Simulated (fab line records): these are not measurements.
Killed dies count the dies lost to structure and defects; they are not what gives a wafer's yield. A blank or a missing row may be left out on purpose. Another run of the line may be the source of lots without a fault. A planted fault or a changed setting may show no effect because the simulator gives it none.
Comparing a struck lot with a sound one / flow berkeley_cmos170 / 26 steps out of a route of 331
Sound: wafers L686.1, L686.2, L686.3. The struck wafers were L683.2, L683.3, L683.5. The cause is given at the end.
Each step with rows lists, per side, the tool, then ch with its chambers, then its first start. Under that, the readings that differ: sound wafers / struck wafers / difference of the means / sigmas: that difference in standard deviations of wafers without a fault.
alike: readings with means less than 2 such deviations apart, plus words and numbers identical on both sides. not compared: withheld readings, readings lacking a value on some wafer, bounds such as >300 that could conceal the same value, and numbers that have no deviation in the record and whose values overlap.
A row with sigmas, a row that says differs or no value, or rows on one side alone: a step with any of these is where the two part. Numbers that have no deviation but don't overlap get no sigmas and don't part them. A reading missing from all wafers of one side parts the sides only when that side holds two or more wafers.

first, 2 steps without rows for these wafers: UCB170_SCREENOX_WET_ETCH_00 (etches SiO2 in dHF, time 200 s); UCB170_SCREENOX_OXIDATION_01 (target thk 14.4 nm, ox time 2400 s).
UCB170_SCREENOX_THK_MEAS_02:
  sound on film_metro-01, day 9 06:29; struck on film_metro-04, day 8 02:04
  alike: SCREENOX_OXIDE_THK
then, 7 steps without rows for these wafers: UCB170_SCREENOX_ANNEAL_03 (time 900 s); UCB170_NVT_HMDS_00 (prime time 60 s); UCB170_NVT_COAT_01 (resist thk 900 nm); UCB170_NVT_SOFTBAKE_02 (time 60 s); UCB170_NVT_EXPOSE_03 (exposes mask PWELL, target cd 3000 nm); UCB170_NVT_PEB_04; UCB170_NVT_DEVELOP_05 (develop time 45 s).
UCB170_NVT_OVL_MEAS_06:
  sound on overlay-02, day 9 19:52; struck on overlay-02, day 8 12:07
  alike: NVT_OVL
next, for these wafers, 1 step has no rows: UCB170_NVT_IMPLANT_07.
UCB170_NVT_STRIP_08: strips in O2.
  sound on plasma_asher-04 ch 0,1, day 9 20:03; struck on plasma_asher-03 ch 0,1, day 8 12:17
  no value came back on the struck wafers for chamber_pressure_mTorr (mTorr), drypump_motor_current_A (A), oes_product_au (a.u.), strip_time_to_endpoint_s (s); on the sound wafers chamber_pressure_mTorr (mTorr) reads 3490 3507 3501
reading=model.KrF_of_NVT_COAT_01.thk_nm (nm); sound=0 0 0; struck=881.2 884.3 885.3; difference=+883.6; sigmas=
  not compared: rf_hours_counter_h
UCB170_NVT_TW_MEAS_09:
  sound on film_metro-03, day 9 20:09; struck on film_metro-04, day 8 12:24
  alike: NVT_TW
then, 7 steps without rows for these wafers: UCB170_NVT_CLEAN_10 (cleans in SPM, time 600 s); UCB170_PVT_HMDS_00 (prime time 60 s); UCB170_PVT_COAT_01 (resist thk 900 nm); UCB170_PVT_SOFTBAKE_02 (time 60 s); UCB170_PVT_EXPOSE_03 (exposes mask NWELL, target cd 3000 nm); UCB170_PVT_PEB_04; UCB170_PVT_DEVELOP_05 (develop time 45 s).
UCB170_PVT_OVL_MEAS_06:
  sound on overlay-01, day 9 21:32; struck on overlay-02, day 8 14:42
  alike: PVT_OVL
next, for these wafers, 1 step has no rows: UCB170_PVT_IMPLANT_07.
UCB170_PVT_STRIP_08: strips in O2.
  sound on plasma_asher-04 ch 0,1, day 9 21:43; struck on plasma_asher-02 ch 0,1, day 8 14:53
reading=strip_time_to_endpoint_s (s); sound=21.61 21.58 21.58; struck=47.65 47.74 47.77; difference=+26.13; sigmas=+99 or more
  alike: chamber_pressure_mTorr, drypump_motor_current_A, oes_product_au
  not compared: rf_hours_counter_h
UCB170_PVT_TW_MEAS_09:
  sound on film_metro-03, day 9 21:49; struck on film_metro-04, day 8 14:59
reading=PVT_TW; sound=505 506 505; struck=30 30 30; difference=-475; sigmas=-99 or more
then, 1 step without rows for these wafers: UCB170_GATE_WET_ETCH_00 (etches SiO2 in dHF, time 200 s).

## WHERE THEY PART
First at UCB170_NVT_STRIP_08; last, within this record, at UCB170_PVT_TW_MEAS_09.

WHY: what had been put in by the simulator
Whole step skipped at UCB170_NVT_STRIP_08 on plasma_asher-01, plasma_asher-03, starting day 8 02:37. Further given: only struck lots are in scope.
